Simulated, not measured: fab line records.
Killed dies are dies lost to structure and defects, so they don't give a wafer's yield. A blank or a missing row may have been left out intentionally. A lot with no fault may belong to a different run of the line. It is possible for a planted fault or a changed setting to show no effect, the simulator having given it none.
One fault seen from 2 desks    flow berkeley cmos170    each desk holds nothing but its own numbers, with what lay behind them at the end

THE METROLOGY DESK
What the gauges read, lot by lot, whatever tool the lot ran on: means of the sampled wafers that have a number. A lot is out of limits, marked OUT, if its mean lies more than 4 standard deviations from the usual mean; the brackets give that distance.
Columns: A = WELLDRIVE_OXIDE_THK at UCB170_WELLDRIVE_THK_MEAS_02, usual 200 nm; B = ACTIVE_NITRIDE_THK at UCB170_ACTIVE_THK_MEAS_06, usual 220.6 nm; C = PVT_OVL at UCB170_PVT_OVL_MEAS_06, usual 3 nm
lot   first seen here  A    B      C
L327  day 3 19:52      204  221.6  -3
L329  day 3 19:52      199  218.6  1
L328  day 3 19:52      202  220.9  2
L330  day 4 08:35      205  221.6  9
L331  day 4 19:07      204  221.5  8
L332  day 4 19:07      198  221.8  8
L333  day 5 05:14      202  220.5  4
L338  day 6 01:59      202  223.4  -5
L340  day 6 06:55      198  218.7  -8
L342  day 7 02:49      201  220.4  -7
L345  day 7 07:38      197  219.7  7
L346  day 7 07:38      199  218.5  8
L347  day 7 11:09      197  219.7  -3
L348  day 7 21:19      199  221.3  -2
This desk's finding: nothing out of limits on any of the 14 lots.

AT THE TOOL OWNER'S DESK: rie diel-04
The tool's own readings at UCB170_NWELL_ETCH_13 (etches Si3N4 in CH3F/Ar/O2, stops on SiO2, target depth 246.4 nm, time 154 s): means of the sampled wafers that have a number, for each lot that ran on this tool. A lot is out of limits, marked OUT, if its mean lies more than 4 standard deviations from the usual mean; the brackets give that distance.
Columns: A = drypump motor current A at UCB170_NWELL_ETCH_13, usual 5.5 A; B = oes product au at UCB170_NWELL_ETCH_13, usual 0.947 a.u.; C = run length s at UCB170_NWELL_ETCH_13, usual 182.2 s; D = throttle valve pct at UCB170_NWELL_ETCH_13, usual 7.99 %
lot   first seen here  A    B                 C                        D
L327  day 2 05:57      5.2  0.941             182.0                    7.96
L330  day 2 19:37      5.3  0.944             182.6                    8.00
L340  day 5 01:59      5.2  0.974             150.2 (-74) OUT          8.04
L342  day 5 13:41      5.5  1.008 (+4.1) OUT  118.2 (-99 or more) OUT  7.99
This desk's verdict: out of limits on L340, L342, starting with L340 at day 5 01:59 (run length s at UCB170_NWELL_ETCH_13). L327, L330: within limits.

ALL TOGETHER
On L340, L342, at day 5 01:59, an alarm was possible from the tool owner's desk.
From the metrology desk's view, nothing was out of limits.
The metrology desk has L340, L342 on record, within its limits.
All the named lots went through UCB170_NWELL_ETCH_13 on rie diel-04.

WHAT WAS PUT IN BY THE SIMULATOR
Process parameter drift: rie diel-04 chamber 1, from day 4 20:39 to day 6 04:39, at UCB170_NWELL_ETCH_13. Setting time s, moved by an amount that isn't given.
Shown lots that were struck: L340, L342.
Time in hours from fault onset to the first out-of-limits reading at each desk: the tool owner's desk, 5.
